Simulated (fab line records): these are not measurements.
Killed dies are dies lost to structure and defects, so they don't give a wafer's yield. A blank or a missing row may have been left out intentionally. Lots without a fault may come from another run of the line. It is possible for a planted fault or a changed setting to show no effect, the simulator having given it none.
A lot that was struck, set against a sound lot | flow rit-cmos | 34 steps out of a route of 202
Sound: these wafers, L618.1, L618.2, L618.5. Struck: wafers L619.1, L619.2, L619.6. At the end, the cause is stated.
For every step that has rows: the tool of each side, followed by ch and its chambers, followed by its first start. Under that, the readings that differ: sound wafers | struck wafers | difference of the means | sigmas: that difference in standard deviations of wafers without a fault.
alike: words and numbers the same on both sides, and readings whose means are apart by under 2 such deviations; not compared: readings that were withheld, readings missing a value for some wafer, numbers with overlapping values and no deviation given by the record, and bounds like >300 which may hide the same value.
Wherever a step has rows on one side only, a row that says differs or no value, or a row with sigmas, the two part there. Numbers that don't overlap but have no deviation are shown without sigmas and don't part them. A reading that every wafer of one side lacks parts them only if that side has two wafers or more.

first, 2 steps without rows for these wafers: RIT_SPACER_CLEAN_02 (cleans in SC2, time 600 s); RIT_SPACER_CVD_03 (deposits Si3N4 from SiH2Cl2/NH3, target thk 250 nm, time 3300 s).
RIT_SPACER_THK_MEAS_04:
  sound on film-metro-01, day 4 21:34; struck on film-metro-03, day 5 04:56
  alike: SPACER_NITRIDE_THK
RIT_SPACER_ETCHBACK_05: etches Si3N4 in SF6/CHF3, stops on SiO2, target depth 250 nm, time 240 s.
  sound on rie-diel-02 ch 0,2,3, day 4 21:38; struck on rie-diel-02 ch 1,2, day 5 04:59
  alike: drypump-motor-current-A, oes-product-au, throttle-valve-pct
  not compared: rf-hours-counter-h
then, 6 steps without rows for these wafers: RIT_NSD_HMDS_00 (prime time 60 s); RIT_NSD_COAT_01 (resist thk 1000 nm); RIT_NSD_SOFTBAKE_02 (time 60 s); RIT_NSD_EXPOSE_03 (exposes mask M9, target cd 40700 nm); RIT_NSD_PEB_04; RIT_NSD_DEVELOP_05 (develop time 50 s).
RIT_NSD_OVL_MEAS_06:
  sound on overlay-02, day 4 22:46; struck on overlay-02, day 5 06:20
  alike: NSD_OVL
then, 1 step without rows for these wafers: RIT_NSD_HARDBAKE_07 (time 60 s).
RIT_NSD_IMPLANT_08:
  sound on implanter-02 ch 0, day 4 23:02; struck on implanter-03 ch 0, day 5 06:35
  reading            | sound             | struck            | difference | sigmas
  tilt-deg (degrees) | 6.995 7.000 6.999 | 8.138 8.179 8.156 | +1.160     | +61
RIT_NSD_STRIP_09: strips in O2, time 180 s.
  sound on plasma-asher-04 ch 0,1, day 4 23:11; struck on plasma-asher-01 ch 0,1, day 5 06:44
  alike: drypump-motor-current-A, o2-flow-sccm, rf-refl-power-W
  not compared: rf-hours-counter-h
RIT_NSD_TW_MEAS_10:
  sound on film-metro-04, day 4 23:21; struck on film-metro-04, day 5 06:54
  alike: NSD_TW
then, 6 steps without rows for these wafers: RIT_PSD_HMDS_00 (prime time 60 s); RIT_PSD_COAT_01 (resist thk 1000 nm); RIT_PSD_SOFTBAKE_02 (time 60 s); RIT_PSD_EXPOSE_03 (exposes mask M10, target cd 40900 nm); RIT_PSD_PEB_04; RIT_PSD_DEVELOP_05 (develop time 50 s).
RIT_PSD_OVL_MEAS_06:
  sound on overlay-02, day 5 00:36; struck on overlay-01, day 5 08:09
  alike: PSD_OVL
then, 2 steps without rows for these wafers: RIT_PSD_HARDBAKE_07 (time 60 s); RIT_PSD_IMPLANT_08.
RIT_PSD_STRIP_09: strips in O2, time 180 s.
  sound on plasma-asher-04 ch 0,1, day 5 00:56; struck on plasma-asher-04 ch 0,1, day 5 08:36
  alike: drypump-motor-current-A, o2-flow-sccm, rf-refl-power-W
  not compared: rf-hours-counter-h
RIT_PSD_TW_MEAS_10:
  sound on film-metro-02, day 5 01:07; struck on film-metro-03, day 5 08:46
  alike: PSD_TW
then, 3 steps without rows for these wafers: RIT_SDANNEAL_CLEAN_00 (cleans in SC1, time 600 s); RIT_SDANNEAL_CLEAN_01 (cleans in dHF, time 30 s); RIT_SDANNEAL_CLEAN_02 (cleans in SC2, time 600 s).
RIT_SDANNEAL_RTA_03: time 5 s.
  sound on rtp-anneal-01 ch 0, day 5 01:33; struck on rtp-anneal-02 ch 0, day 5 09:12
  alike: wafer_temp_C_max
RIT_SDANNEAL_RS_MEAS_04: measures by four-point-probe.
  sound on film-metro-04, day 5 01:37; struck on film-metro-03, day 5 09:16
  alike: PSD_RS
RIT_SDANNEAL_RS_MEAS_05: measures by four-point-probe.
  sound on film-metro-04, day 5 01:44; struck on film-metro-03, day 5 09:23
  reading         | sound             | struck | difference                    | sigmas
  NSD_RS (ohm/sq) | 84.15 84.22 84.15 | - - -  | no value on the struck wafers |
RIT_SDANNEAL_RS_MEAS_06: measures by four-point-probe.
  sound on film-metro-04, day 5 01:51; struck on film-metro-03, day 5 09:30
  alike: PLDD_RS
RIT_M1_PROBE_99:
  sound on prober-02, day 5 09:06; struck on prober-01, day 5 16:52
  reading                                 | sound             | struck            | difference | sigmas
  model.etest.diode-nplus-pwell.bv-v (V)  | 5.89 5.92 5.928   | 5.771 5.793 5.826 | -0.116     |
  model.etest.nmos_0p3.bv-v (V)           | 5.446 5.447 5.453 | 5.404 5.419 5.443 | -0.027     |
  model.etest.nmos_0p15.bv-v (V)          | 5.446 5.447 5.453 | 5.404 5.419 5.443 | -0.027     |
  model.etest.diode-nplus-pwell.cj-ff-um2 | 2.066 2.093 2.094 | 2.119 2.122 2.13  | +0.039     |
  alike: killed-at-front-end, killed-dies, killed-open, killed-short
  not compared: model.etest.diode-nplus-comb.cj-ff-um2

== WHERE THEY PART ==
At RIT_NSD_IMPLANT_08 first; at RIT_SDANNEAL_RS_MEAS_05 last (within this record only). Later steps at which nothing parts them and some readings are alike: RIT_SDANNEAL_RS_MEAS_06, RIT_M1_PROBE_99.

WHY: what had been put in by the simulator
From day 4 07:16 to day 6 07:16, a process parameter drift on implanter-03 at RIT_NSD_IMPLANT_08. A move of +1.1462 in setting tilt-deg, from 7. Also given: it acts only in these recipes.
